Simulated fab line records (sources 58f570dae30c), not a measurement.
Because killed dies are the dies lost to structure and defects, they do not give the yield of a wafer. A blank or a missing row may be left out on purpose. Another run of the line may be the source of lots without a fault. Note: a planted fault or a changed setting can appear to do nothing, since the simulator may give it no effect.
Problem report, 8D (eight disciplines) form, completed by code || flow berkeleyCmos170 || the parts of the form that need people (team, actions taken, sign-off) are left out

== 1. PROBLEM STATEMENT ==
Mean of wafer_temp_C_max at UCB170_CONTACT_RTA_08: 913.0 across 6 wafers in 2 lots; on wafers with no fault it is 903.9 (standard deviation 0.69). That puts it +13 standard deviations away from the usual mean.
The step: time 10 s.
First observed at day 9 12:34: wafer L127.1, on rtpAnneal-01. At this step, 18 wafers from 6 lots have a number in the record. Rule for "out" (also "out of limits"): further than 4 standard deviations from the usual mean. The other wafers with a number count as sound.

== 2. WHAT IT IS, WHAT IT ISN'T ==
{"question": "which readings at this step", "is": "wafer_temp_C_max", "is not": "lampPowerPct"}
{"question": "which lots", "is": "L127, L128", "is not": "L124, L142, L143, L146"}
{"question": "which wafers of those lots", "is": "all that have a number", "is not": "-"}
{"question": "read on which tools", "is": "rtpAnneal-01", "is not": "rtpAnneal-02"}
{"question": "when", "is": "from day 9 12:34", "is not": "up to then (3 sound wafers); but 9 sound wafers of L142, L143, L146 came after"}

== 3. THE SUSPECTS, EACH WITH WHAT RULES IT OUT ==
Counting: any tool at a process step up to the reading is kept as a suspect provided that every lot that is out went through it and no sound lot did after the first of them.
- rtpAnneal-01 at UCB170_SILICIDE_RTA_04 (time 15 s): ruled out as a lasting fault. After its first lot that is out, L127 (day 9 09:44), sound lots L143 ran on it.
- plasmaAsher-02 at UCB170_CONTACT_STRIP_06 (strips in O2): ruled out as a lasting fault. After its first lot that is out, L127 (day 9 12:18), sound lots L143, L146 ran on it.
- rtpAnneal-01 at UCB170_CONTACT_RTA_08 (time 10 s): ruled out as a lasting fault. After its first lot that is out, L127 (day 9 12:34), sound lots L142, L146 ran on it.
Left after counting: nothing in the record.

== 4. THE CAUSE (what the simulator had put in) ==
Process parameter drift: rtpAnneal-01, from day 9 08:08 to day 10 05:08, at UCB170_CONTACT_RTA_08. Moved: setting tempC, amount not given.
Counting ruled it out, wrongly.

== 5. THE CHAIN OF EFFECTS, in route order ==
Each row: a reading whose mean over the struck wafers that have a number lies more than 3 standard deviations from the usual. Only readings whose record carries a usual standard deviation are examined. hours: median over the lots of the time between each lot's start at the first step of this table that gives one and its start at this step. sigmas: the change, counted in usual standard deviations.
{"hours": 0, "step": "UCB170_CONTACT_RTA_08", "reading": "wafer_temp_C_max", "usual": 903.9, "on struck wafers": 913.0, "change": "+9.1", "sigmas": "+13"}
The process steps in it:
- UCB170_CONTACT_RTA_08: time 10 s.

== 6. WHAT WOULD HAVE CAUGHT IT SOONER ==
In this record no reading fell out of limits until day 9 12:34, 4 hours after the fault had begun at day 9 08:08.
